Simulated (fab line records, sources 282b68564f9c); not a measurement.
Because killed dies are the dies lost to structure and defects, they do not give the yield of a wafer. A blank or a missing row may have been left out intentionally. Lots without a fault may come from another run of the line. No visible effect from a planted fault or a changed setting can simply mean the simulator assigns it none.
fab line records :: flow rit_cmos
record:
  lots: 15
  wafers: 45
  last_day: 8
route steps=202 shown CONTACT@168 M1@202
lots that met no fault: taken from a fault-free run of the same line
start_h: hours from the record's opening day to when the first of the lot's shown wafers began :: wait_h: hours elapsed since this lot's preceding step :: " as in the row above :: L1.1+2: a row that stands for several wafers :: - either no value or no given start :: * or withheld: withheld :: < > ~ a bound
route shown NAME@n: NAME is a module with steps in the file, n the number in the route of the first one :: usual: the fault-free wafers' mean and standard deviation :: same: alike in all rows :: chamber/n: place in a boat :: sites: each site's reading :: _std_site: how widely they spread, as a standard deviation :: _edge_site: inner sites' mean taken away from outer sites' mean :: radius_mm: for every site, how far away it sits from the centre of the wafer :: mask NAME#n: copy n :: behind: the last tool/chamber to shape the wafer :: hold: reason for holding the lot/hours on hold/outcome of the hold :: device: which transistor (n, p or np) failed to switch :: end of line: the same wafers' tests at the end of the route :: where a step has no rows: the recipe by itself :: killed: dies lost to structure and defects at the first sort, not the wafer's yield :: map: shows each die of a wafer: x if killed, . if not, _ if none is there
set.NAME: the setting that was run; set.NAME@STEP: the one run at that earlier step :: model.NAME: the simulator's own value behind a step, which no gauge read
route steps across a sampled set of lots; one table per step, one row per wafer
== steps ==
step: RIT_CONTACT_CVD_00
recipe:
  material: SiO2
  target_thk_nm: 400
  precursor: TEOS
  temp_c: 390
  time_s: 58.18
  rf_w: 400
usual:
  heater_power_w: 313/54
lot.wafer: L351.2
tool: pecvd-03
chamber: 2
start_h: 60.27
wait_h: 0.0
heater_power_w: 398

lot.wafer: L351.4
tool: pecvd-03
chamber: 0
start_h: 60.27
wait_h: 0.0
heater_power_w: 331

lot.wafer: L351.6
tool: pecvd-03
chamber: 1
start_h: 60.27
wait_h: 0.0
heater_power_w: 392

lot.wafer: L352.3
tool: pecvd-02
chamber: 2
start_h: 62.33
wait_h: 0.0
heater_power_w: 306

lot.wafer: L352.5
tool: pecvd-02
chamber: 2
start_h: 62.33
wait_h: 0.0
heater_power_w: 310

lot.wafer: L352.6
tool: pecvd-02
chamber: 0
start_h: 62.33
wait_h: 0.0
heater_power_w: 338

lot.wafer: L353.3
tool: pecvd-04
chamber: 0
start_h: 73.80
wait_h: 0.0
heater_power_w: 352

lot.wafer: L353.4
tool: pecvd-04
chamber: 0
start_h: 73.80
wait_h: 0.0
heater_power_w: 360

lot.wafer: L353.6
tool: pecvd-04
chamber: 1
start_h: 73.80
wait_h: 0.0
heater_power_w: 270

lot.wafer: L354.1
tool: pecvd-03
chamber: 1
start_h: 79.80
wait_h: 0.1
heater_power_w: 392

lot.wafer: L354.2
tool: pecvd-03
chamber: 0
start_h: 79.80
wait_h: 0.1
heater_power_w: 313

lot.wafer: L354.3
tool: pecvd-03
chamber: 2
start_h: 79.80
wait_h: 0.1
heater_power_w: 391

lot.wafer: L356.2
tool: pecvd-02
chamber: 0
start_h: 87.06
wait_h: 0.0
heater_power_w: 329

lot.wafer: L356.3
tool: pecvd-02
chamber: 1
start_h: 87.06
wait_h: 0.0
heater_power_w: 245

lot.wafer: L356.4
tool: pecvd-02
chamber: 1
start_h: 87.06
wait_h: 0.0
heater_power_w: 251

lot.wafer: L355.2
tool: pecvd-04
chamber: 2
start_h: 87.30
wait_h: 0.0
heater_power_w: 328

lot.wafer: L355.3
tool: pecvd-04
chamber: 1
start_h: 87.30
wait_h: 0.0
heater_power_w: 283

lot.wafer: L355.6
tool: pecvd-04
chamber: 1
start_h: 87.30
wait_h: 0.0
heater_power_w: 280

lot.wafer: L357.2
tool: pecvd-03
chamber: 2
start_h: 94.80
wait_h: 0.0
heater_power_w: 398

lot.wafer: L357.3
tool: pecvd-03
chamber: 0
start_h: 94.80
wait_h: 0.0
heater_power_w: 333

lot.wafer: L357.6
tool: pecvd-03
chamber: 1
start_h: 94.80
wait_h: 0.0
heater_power_w: 361

lot.wafer: L361.3
tool: pecvd-02
chamber: 0
start_h: 116.31
wait_h: 0.0
heater_power_w: 330

lot.wafer: L361.5
tool: pecvd-02
chamber: 1
start_h: 116.31
wait_h: 0.0
heater_power_w: 249

lot.wafer: L361.6
tool: pecvd-02
chamber: 0
start_h: 116.31
wait_h: 0.0
heater_power_w: 334

lot.wafer: L362.3
tool: pecvd-04
chamber: 2
start_h: 118.36
wait_h: 0.0
heater_power_w: 298

lot.wafer: L362.4
tool: pecvd-04
chamber: 2
start_h: 118.36
wait_h: 0.0
heater_power_w: 301

lot.wafer: L362.6
tool: pecvd-04
chamber: 1
start_h: 118.36
wait_h: 0.0
heater_power_w: 199

lot.wafer: L363.1
tool: pecvd-03
chamber: 0
start_h: 121.74
wait_h: 0.1
heater_power_w: 281

lot.wafer: L363.2
tool: pecvd-03
chamber: 1
start_h: 121.74
wait_h: 0.1
heater_power_w: 394

lot.wafer: L363.3
tool: pecvd-03
chamber: 2
start_h: 121.74
wait_h: 0.1
heater_power_w: 345

lot.wafer: L363.1
tool: pecvd-03
chamber: 0
start_h: 121.95
wait_h: 0.2
heater_power_w: 278

lot.wafer: L363.2
tool: pecvd-03
chamber: 1
start_h: 121.95
wait_h: 0.2
heater_power_w: 392

lot.wafer: L363.3
tool: pecvd-03
chamber: 2
start_h: 121.95
wait_h: 0.2
heater_power_w: 348

lot.wafer: L364.1
tool: pecvd-02
chamber: 0
start_h: 126.08
wait_h: 0.1
heater_power_w: 312

lot.wafer: L364.5
tool: pecvd-02
chamber: 1
start_h: 126.08
wait_h: 0.1
heater_power_w: 284

lot.wafer: L364.6
tool: pecvd-02
chamber: 0
start_h: 126.08
wait_h: 0.1
heater_power_w: 312

lot.wafer: L367.3
tool: pecvd-02
chamber: 2
start_h: 141.75
wait_h: 0.0
heater_power_w: 325

lot.wafer: L367.5
tool: pecvd-02
chamber: 2
start_h: 141.75
wait_h: 0.0
heater_power_w: 330

lot.wafer: L367.6
tool: pecvd-02
chamber: 1
start_h: 141.75
wait_h: 0.0
heater_power_w: 203

lot.wafer: L369.3
tool: pecvd-03
chamber: 2
start_h: 151.84
wait_h: 0.0
heater_power_w: 401

lot.wafer: L369.4
tool: pecvd-03
chamber: 0
start_h: 151.84
wait_h: 0.0
heater_power_w: 324

lot.wafer: L369.6
tool: pecvd-03
chamber: 2
start_h: 151.84
wait_h: 0.0
heater_power_w: 404

lot.wafer: L369.3
tool: pecvd-03
chamber: 2
start_h: 152.06
wait_h: 0.2
heater_power_w: 415

lot.wafer: L369.4
tool: pecvd-03
chamber: 0
start_h: 152.06
wait_h: 0.2
heater_power_w: 329

lot.wafer: L369.6
tool: pecvd-03
chamber: 2
start_h: 152.06
wait_h: 0.2
heater_power_w: 403

lot.wafer: L370.1
tool: pecvd-02
chamber: 1
start_h: 160.08
wait_h: 0.1
heater_power_w: 261

lot.wafer: L370.2
tool: pecvd-02
chamber: 0
start_h: 160.08
wait_h: 0.1
heater_power_w: 268

lot.wafer: L370.4
tool: pecvd-02
chamber: 0
start_h: 160.08
wait_h: 0.1
heater_power_w: 287

lot.wafer: L370.1
tool: pecvd-02
chamber: 1
start_h: 160.30
wait_h: 0.2
heater_power_w: 253

lot.wafer: L370.2
tool: pecvd-02
chamber: 0
start_h: 160.30
wait_h: 0.2
heater_power_w: 269

lot.wafer: L370.4
tool: pecvd-02
chamber: 0
start_h: 160.30
wait_h: 0.2
heater_power_w: 288

lot.wafer: L373.1
tool: pecvd-02
chamber: 2
start_h: 182.43
wait_h: 0.1
heater_power_w: 325

lot.wafer: L373.2
tool: pecvd-02
chamber: 0
start_h: 182.43
wait_h: 0.1
heater_power_w: 268

lot.wafer: L373.6
tool: pecvd-02
chamber: 0
start_h: 182.43
wait_h: 0.1
heater_power_w: 289
step: RIT_CONTACT_THK_MEAS_01
recipe:
  reads: SiO2_of_CONTACT_CVD_00
usual:
  CONTACT_TEOS_THK: 382/5.2
lot.wafer: L351.2
tool: film_metro-01
chamber: -
start_h: 60.33
wait_h: 0.0
CONTACT_TEOS_THK[nm]: 373

lot.wafer: L351.4
tool: film_metro-01
chamber: -
start_h: 60.33
wait_h: 0.0
CONTACT_TEOS_THK[nm]: 385

lot.wafer: L351.6
tool: film_metro-01
chamber: -
start_h: 60.33
wait_h: 0.0
CONTACT_TEOS_THK[nm]: 386

lot.wafer: L352.3
tool: film_metro-04
chamber: -
start_h: 62.40
wait_h: 0.0
CONTACT_TEOS_THK[nm]: 377

lot.wafer: L352.5
tool: film_metro-04
chamber: -
start_h: 62.40
wait_h: 0.0
CONTACT_TEOS_THK[nm]: 389

lot.wafer: L352.6
tool: film_metro-04
chamber: -
start_h: 62.40
wait_h: 0.0
CONTACT_TEOS_THK[nm]: 384

lot.wafer: L353.3
tool: film_metro-02
chamber: -
start_h: 73.87
wait_h: 0.0
CONTACT_TEOS_THK[nm]: 382

lot.wafer: L353.4
tool: film_metro-02
chamber: -
start_h: 73.87
wait_h: 0.0
CONTACT_TEOS_THK[nm]: 388

lot.wafer: L353.6
tool: film_metro-02
chamber: -
start_h: 73.87
wait_h: 0.0
CONTACT_TEOS_THK[nm]: 383

lot.wafer: L354.1
tool: film_metro-02
chamber: -
start_h: 79.86
wait_h: 0.0
CONTACT_TEOS_THK[nm]: 373

lot.wafer: L354.2
tool: film_metro-02
chamber: -
start_h: 79.86
wait_h: 0.0
CONTACT_TEOS_THK[nm]: 377

lot.wafer: L354.3
tool: film_metro-02
chamber: -
start_h: 79.86
wait_h: 0.0
CONTACT_TEOS_THK[nm]: 372

lot.wafer: L356.2
tool: film_metro-01
chamber: -
start_h: 87.12
wait_h: 0.0
CONTACT_TEOS_THK[nm]: 380

lot.wafer: L356.3
tool: film_metro-01
chamber: -
start_h: 87.12
wait_h: 0.0
CONTACT_TEOS_THK[nm]: 380

lot.wafer: L356.4
tool: film_metro-01
chamber: -
start_h: 87.12
wait_h: 0.0
CONTACT_TEOS_THK[nm]: 386

lot.wafer: L355.2
tool: film_metro-02
chamber: -
start_h: 87.36
wait_h: 0.0
CONTACT_TEOS_THK[nm]: 371

lot.wafer: L355.3
tool: film_metro-02
chamber: -
start_h: 87.36
wait_h: 0.0
CONTACT_TEOS_THK[nm]: 376

lot.wafer: L355.6
tool: film_metro-02
chamber: -
start_h: 87.36
wait_h: 0.0
CONTACT_TEOS_THK[nm]: 379

lot.wafer: L357.2
tool: film_metro-02
chamber: -
start_h: 94.86
wait_h: 0.0
CONTACT_TEOS_THK[nm]: 375

lot.wafer: L357.3
tool: film_metro-02
chamber: -
start_h: 94.86
wait_h: 0.0
CONTACT_TEOS_THK[nm]: 379

lot.wafer: L357.6
tool: film_metro-02
chamber: -
start_h: 94.86
wait_h: 0.0
CONTACT_TEOS_THK[nm]: 386

lot.wafer: L361.3
tool: film_metro-04
chamber: -
start_h: 116.38
wait_h: 0.0
CONTACT_TEOS_THK[nm]: 379

lot.wafer: L361.5
tool: film_metro-04
chamber: -
start_h: 116.38
wait_h: 0.0
CONTACT_TEOS_THK[nm]: 383

lot.wafer: L361.6
tool: film_metro-04
chamber: -
start_h: 116.38
wait_h: 0.0
CONTACT_TEOS_THK[nm]: 382

lot.wafer: L362.3
tool: film_metro-04
chamber: -
start_h: 118.43
wait_h: 0.0
CONTACT_TEOS_THK[nm]: 368

lot.wafer: L362.4
tool: film_metro-04
chamber: -
start_h: 118.43
wait_h: 0.0
CONTACT_TEOS_THK[nm]: 376

lot.wafer: L362.6
tool: film_metro-04
chamber: -
start_h: 118.43
wait_h: 0.0
CONTACT_TEOS_THK[nm]: 380

lot.wafer: L363.1
tool: film_metro-04
chamber: -
start_h: 122.01
wait_h: 0.0
CONTACT_TEOS_THK[nm]: 764

lot.wafer: L363.2
tool: film_metro-04
chamber: -
start_h: 122.01
wait_h: 0.0
CONTACT_TEOS_THK[nm]: 757

lot.wafer: L363.3
tool: film_metro-04
chamber: -
start_h: 122.01
wait_h: 0.0
CONTACT_TEOS_THK[nm]: 751

lot.wafer: L364.1
tool: film_metro-01
chamber: -
start_h: 126.13
wait_h: 0.0
CONTACT_TEOS_THK[nm]: 385

lot.wafer: L364.5
tool: film_metro-01
chamber: -
start_h: 126.13
wait_h: 0.0
CONTACT_TEOS_THK[nm]: 384

lot.wafer: L364.6
tool: film_metro-01
chamber: -
start_h: 126.13
wait_h: 0.0
CONTACT_TEOS_THK[nm]: 393

lot.wafer: L367.3
tool: film_metro-02
chamber: -
start_h: 141.82
wait_h: 0.0
CONTACT_TEOS_THK[nm]: 385

lot.wafer: L367.5
tool: film_metro-02
chamber: -
start_h: 141.82
wait_h: 0.0
CONTACT_TEOS_THK[nm]: 390

lot.wafer: L367.6
tool: film_metro-02
chamber: -
start_h: 141.82
wait_h: 0.0
CONTACT_TEOS_THK[nm]: 385

lot.wafer: L369.3
tool: film_metro-04
chamber: -
start_h: 152.13
wait_h: 0.0
CONTACT_TEOS_THK[nm]: 739

lot.wafer: L369.4
tool: film_metro-04
chamber: -
start_h: 152.13
wait_h: 0.0
CONTACT_TEOS_THK[nm]: 775

lot.wafer: L369.6
tool: film_metro-04
chamber: -
start_h: 152.13
wait_h: 0.0
CONTACT_TEOS_THK[nm]: 757

lot.wafer: L370.1
tool: film_metro-04
chamber: -
start_h: 160.35
wait_h: 0.0
CONTACT_TEOS_THK[nm]: 763

lot.wafer: L370.2
tool: film_metro-04
chamber: -
start_h: 160.35
wait_h: 0.0
CONTACT_TEOS_THK[nm]: 771

lot.wafer: L370.4
tool: film_metro-04
chamber: -
start_h: 160.35
wait_h: 0.0
CONTACT_TEOS_THK[nm]: 784

lot.wafer: L373.1
tool: film_metro-04
chamber: -
start_h: 182.48
wait_h: 0.0
CONTACT_TEOS_THK[nm]: 381

lot.wafer: L373.2
tool: film_metro-04
chamber: -
start_h: 182.48
wait_h: 0.0
CONTACT_TEOS_THK[nm]: 379

lot.wafer: L373.6
tool: film_metro-04
chamber: -
start_h: 182.48
wait_h: 0.0
CONTACT_TEOS_THK[nm]: 390
step: RIT_M1_PROBE_99
usual:
  killed_at_M0_to_M3: 0.0/0.12
  killed_at_contacts: 0.1/0.23
  killed_at_front_end: 6/3.1
  killed_dies: 6/3.1
  killed_on_rim: 1.7/1.3
  killed_open: 3.2/1.9
  killed_short: 3.2/2.1
same:
  gross_dies: 264
  killed_at_M4_up: 0
  killed_at_back_side: 0
  killed_at_other: 0
lot.wafer: L357.2
tool: prober-01
chamber: -
start_h: 101.34
wait_h: 0.1
killed_at_M0_to_M3: 1
killed_at_contacts: 0
killed_at_front_end: 7
killed_dies: 8
killed_on_rim: 2
killed_open: 3
killed_short: 5

lot.wafer: L357.3
tool: prober-01
chamber: -
start_h: 101.39
wait_h: 0.2
killed_at_M0_to_M3: 0
killed_at_contacts: 0
killed_at_front_end: 8
killed_dies: 8
killed_on_rim: 2
killed_open: 4
killed_short: 4

lot.wafer: L357.6
tool: prober-01
chamber: -
start_h: 101.54
wait_h: 0.2
killed_at_M0_to_M3: 0
killed_at_contacts: 0
killed_at_front_end: 9
killed_dies: 9
killed_on_rim: 1
killed_open: 5
killed_short: 4

lot.wafer: L361.3
tool: prober-01
chamber: -
start_h: 123.03
wait_h: 0.2
killed_at_M0_to_M3: 0
killed_at_contacts: 0
killed_at_front_end: 4
killed_dies: 4
killed_on_rim: 1
killed_open: 4
killed_short: 0

lot.wafer: L361.5
tool: prober-01
chamber: -
start_h: 123.13
wait_h: 0.2
killed_at_M0_to_M3: 0
killed_at_contacts: 0
killed_at_front_end: 10
killed_dies: 10
killed_on_rim: 4
killed_open: 5
killed_short: 4

lot.wafer: L361.6
tool: prober-01
chamber: -
start_h: 123.18
wait_h: 0.2
killed_at_M0_to_M3: 0
killed_at_contacts: 0
killed_at_front_end: 5
killed_dies: 5
killed_on_rim: 0
killed_open: 3
killed_short: 2

lot.wafer: L363.1
tool: prober-01
chamber: -
start_h: 158.74
wait_h: 0.1
killed_at_M0_to_M3: 0
killed_at_contacts: 251
killed_at_front_end: 13
killed_dies: 264
killed_on_rim: 70
killed_open: 6
killed_short: 7

lot.wafer: L363.2
tool: prober-01
chamber: -
start_h: 158.79
wait_h: 0.1
killed_at_M0_to_M3: 0
killed_at_contacts: 261
killed_at_front_end: 3
killed_dies: 264
killed_on_rim: 70
killed_open: 2
killed_short: 1

lot.wafer: L363.3
tool: prober-01
chamber: -
start_h: 158.84
wait_h: 0.2
killed_at_M0_to_M3: 0
killed_at_contacts: 257
killed_at_front_end: 7
killed_dies: 264
killed_on_rim: 70
killed_open: 2
killed_short: 5

lot.wafer: L364.1
tool: prober-02
chamber: -
start_h: 158.74
wait_h: 0.1
killed_at_M0_to_M3: 0
killed_at_contacts: 0
killed_at_front_end: 10
killed_dies: 10
killed_on_rim: 3
killed_open: 3
killed_short: 7

lot.wafer: L364.5
tool: prober-02
chamber: -
start_h: 158.94
wait_h: 0.2
killed_at_M0_to_M3: 0
killed_at_contacts: 0
killed_at_front_end: 6
killed_dies: 6
killed_on_rim: 1
killed_open: 6
killed_short: 0

lot.wafer: L364.6
tool: prober-02
chamber: -
start_h: 158.99
wait_h: 0.2
killed_at_M0_to_M3: 0
killed_at_contacts: 0
killed_at_front_end: 2
killed_dies: 2
killed_on_rim: 2
killed_open: 2
killed_short: 0

lot.wafer: L369.3
tool: prober-02
chamber: -
start_h: 160.34
wait_h: 0.2
killed_at_M0_to_M3: 0
killed_at_contacts: 253
killed_at_front_end: 11
killed_dies: 264
killed_on_rim: 70
killed_open: 4
killed_short: 7

lot.wafer: L369.4
tool: prober-02
chamber: -
start_h: 160.39
wait_h: 0.2
killed_at_M0_to_M3: 0
killed_at_contacts: 256
killed_at_front_end: 8
killed_dies: 264
killed_on_rim: 70
killed_open: 1
killed_short: 7

lot.wafer: L369.6
tool: prober-02
chamber: -
start_h: 160.49
wait_h: 0.2
killed_at_M0_to_M3: 0
killed_at_contacts: 251
killed_at_front_end: 13
killed_dies: 264
killed_on_rim: 70
killed_open: 7
killed_short: 6

lot.wafer: L370.1
tool: prober-02
chamber: -
start_h: 166.78
wait_h: 0.1
killed_at_M0_to_M3: 0
killed_at_contacts: 255
killed_at_front_end: 9
killed_dies: 264
killed_on_rim: 70
killed_open: 5
killed_short: 4

lot.wafer: L370.2
tool: prober-02
chamber: -
start_h: 166.83
wait_h: 0.1
killed_at_M0_to_M3: 0
killed_at_contacts: 245
killed_at_front_end: 19
killed_dies: 264
killed_on_rim: 70
killed_open: 10
killed_short: 9

lot.wafer: L370.4
tool: prober-02
chamber: -
start_h: 166.93
wait_h: 0.2
killed_at_M0_to_M3: 0
killed_at_contacts: 256
killed_at_front_end: 8
killed_dies: 264
killed_on_rim: 70
killed_open: 4
killed_short: 5
killed by level:class
L357.2 GATE:geometric_particle:open=3 GATE:geometric_particle:short=3 FOX1:geometric_particle:short=1 M1:geometric_particle:short=1
L357.3 GATE:geometric_particle:open=2 GATE:geometric_particle:short=2 FOX2:geometric_particle:open=1 SPACER:geometric_particle:open=1 SPACER:geometric_particle:short=1 SILICIDE:geometric_particle:short=1
L357.6 GATE:geometric_particle:short=4 FOX2:geometric_particle:open=2 GATE:geometric_particle:open=2 FOX1:geometric_particle:open=1
L361.3 FOX1:geometric_particle:open=2 REOX:geometric_particle:open=2
L361.5 GATE:geometric_particle:open=3 ACTIVE:geometric_particle:short=1 FOX2:geometric_particle:open=1 FOX2:geometric_particle:short=1 GATE:geometric_particle:short=1 REOX:geometric_particle:open=1 REOX:geometric_particle:short=1 PLDD:coat_microbubble_printed=1
L361.6 GATE:geometric_particle:open=3 GATE:geometric_particle:short=1 REOX:geometric_particle:short=1
L363.1 CONTACT:area_etch=251 GATE:geometric_particle:open=3 GATE:geometric_particle:short=3 REOX:geometric_particle:short=2 FOX1:geometric_particle:short=1 FOX2:geometric_particle:short=1 FOX2:geometric_particle:open=1 REOX:geometric_particle:open=1
L364.1 GATE:geometric_particle:short=3 FOX1:geometric_particle:short=1 FOX1:geometric_particle:open=1 REOX:geometric_particle:open=1 REOX:geometric_particle:short=1 SPACER:geometric_particle:short=1 SILICIDE:geometric_particle:short=1 SILICIDE:geometric_particle:open=1
L363.2 CONTACT:area_etch=261 GATE:geometric_particle:open=2 FOX2:geometric_particle:short=1
L363.3 CONTACT:area_etch=257 REOX:geometric_particle:short=3 FOX2:geometric_particle:short=2 FOX1:geometric_particle:open=1 FOX2:geometric_particle:open=1
L364.5 GATE:geometric_particle:open=2 REOX:geometric_particle:open=2 SPACER:geometric_particle:open=1 SILICIDE:geometric_particle:open=1
L364.6 FOX1:geometric_particle:open=1 SILICIDE:geometric_particle:open=1
L369.3 CONTACT:area_etch=253 GATE:geometric_particle:short=4 FOX1:geometric_particle:short=3 GATE:geometric_particle:open=3 FOX1:geometric_particle:open=1
L369.4 CONTACT:area_etch=256 GATE:geometric_particle:short=4 REOX:geometric_particle:short=2 REOX:geometric_particle:open=1 SPACER:geometric_particle:short=1
L369.6 CONTACT:area_etch=251 GATE:geometric_particle:open=5 FOX1:geometric_particle:short=3 GATE:geometric_particle:short=3 REOX:geometric_particle:open=2
L370.1 CONTACT:area_etch=255 GATE:geometric_particle:short=2 SILICIDE:geometric_particle:open=2 FOX1:geometric_particle:short=1 FOX1:geometric_particle:open=1 GATE:geometric_particle:open=1 SPACER:geometric_particle:open=1 SILICIDE:geometric_particle:short=1
L370.2 CONTACT:area_etch=245 GATE:geometric_particle:short=6 REOX:geometric_particle:open=4 GATE:geometric_particle:open=3 FOX1:geometric_particle:short=2 FOX1:geometric_particle:open=2 FOX2:geometric_particle:open=1 SPACER:geometric_particle:short=1
L370.4 CONTACT:area_etch=255 GATE:geometric_particle:open=3 GATE:geometric_particle:short=2 REOX:geometric_particle:short=1 SPACER:geometric_particle:short=1 SPACER:geometric_particle:open=1 CONTACT:geometric_particle:short=1
== key ==
first_sign:
  step: RIT_CONTACT_CVD_00
  reading: visit
  direction: added
effect:
  step: RIT_CONTACT_THK_MEAS_01
  reading: CONTACT_TEOS_THK
  direction: up
  sigmas: 73
  usual: 382
  struck: 762
effect:
  step: RIT_M1_PROBE_99
  reading: killed_at_contacts
  direction: up
  sigmas: 99+
  usual: 0.1
  struck: 253.9
more_kills_born_at:
  RIT_CONTACT_ETCH_11@rie_diel-02: 1515
  RIT_CONTACT_ETCH_11@rie_diel-04: 769
met_at RIT_CONTACT_CVD_00
struck_lots L363,L369,L370
later_rows_left_out L363.1,L363.2,L363.3,L369.3,L369.4,L369.6,L370.1,L370.2,L370.4
tester_left_out L363,L369,L370
fault:
  kind: repeated_step_whole
  tool: pecvd-02,pecvd-03,pecvd-04
  chamber: -
  onset_h: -
  steps: RIT_CONTACT_CVD_00
  times: 1
  scope: struck_lots_only
tester_left_out: of these lots the tester's yield and bins aren't shown, on N5 and GAA mostly nor the transistor test; their killed dies are dies lost to structure and defects alone, not to doping, threshold or leakage, so they don't give the yield
later_rows_left_out: the simulator's readings of these wafers behind a module that went badly wrong aren't trusted and aren't shown, but for the sort
